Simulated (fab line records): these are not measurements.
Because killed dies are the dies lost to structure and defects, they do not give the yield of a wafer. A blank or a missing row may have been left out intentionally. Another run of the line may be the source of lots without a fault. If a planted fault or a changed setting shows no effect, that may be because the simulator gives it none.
Code-filled problem report in 8D (eight disciplines) form	flow rit cmos	the parts of the form that need people (team, actions taken, sign-off) are left out

== 1. WHAT WENT WRONG ==
developer temp C at RIT_NRETRO_DEVELOP_05 reads a mean of 22.16 C on 6 wafers of 2 lots; wafers without a fault read 23.01 C with a standard deviation of 0.097. That puts it -8.8 standard deviations away from the usual mean.
The step: develop time 68 s.
Seen first at day 6 00:00 on litho track-02, wafer L674.3. The record holds 42 wafers of 14 lots with a number at this step. Rule for "out", or "out of limits": more than 4 standard deviations from the usual mean. The rest of the wafers with a number are treated as sound.

== 2. WHAT IT IS AND WHAT IT IS NOT ==
question	is	is not
which readings at this step	developer temp C	-
which lots	L674, L676	L656, L657, L658, L660, L661, L663, L664, L665, L668, L675, L678, L679
which wafers of those lots	all that have a number	-
read on which tools	litho track-02	litho track-01, litho track-03
when	from day 6 00:00	up to then (27 sound wafers); but 9 sound wafers of L675, L678, L679 came after

== 3. WHAT RULES OUT EACH SUSPECT ==
Counting: a tool at a process step up to the reading stays a suspect if it ran every lot that is out and no sound lot after the first of them.
- litho track-02 at RIT_NRETRO_DEVELOP_05 (develop time 68 s): kept. All lots that are out passed through it, beginning with L674 at day 6 00:00, and no sound lot followed; its final sound lot before that point was L668 at day 4 16:00. On those wafers its own readings are out: developer temp C.
After counting, what remains is litho track-02 at RIT_NRETRO_DEVELOP_05.

== 4. THE CAUSE (what the simulator had put in) ==
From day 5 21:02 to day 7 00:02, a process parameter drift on litho track-02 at RIT_NRETRO_DEVELOP_05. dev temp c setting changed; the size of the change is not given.
The count eliminated every tool but this one.

== 5. THE CHAIN OF EFFECTS, in route order ==
Each row: a reading whose mean over the struck wafers that have a number lies more than 3 standard deviations from the usual. Only readings whose record carries a usual standard deviation are examined. hours: median over the lots of the time between each lot's start at the first step of this table that gives one and its start at this step. sigmas: the change, counted in usual standard deviations.
hours	step	reading	usual	on struck wafers	change	sigmas
0	RIT_NRETRO_DEVELOP_05	developer temp C	23.01 C	22.16	-0.85	-8.8
It contains these process steps:
- RIT_NRETRO_DEVELOP_05: develop time 68 s.

== 6. WHAT WOULD HAVE CAUGHT IT SOONER ==
In this record the first reading out of limits was taken at day 6 00:00, 3 hours after the fault began at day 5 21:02.
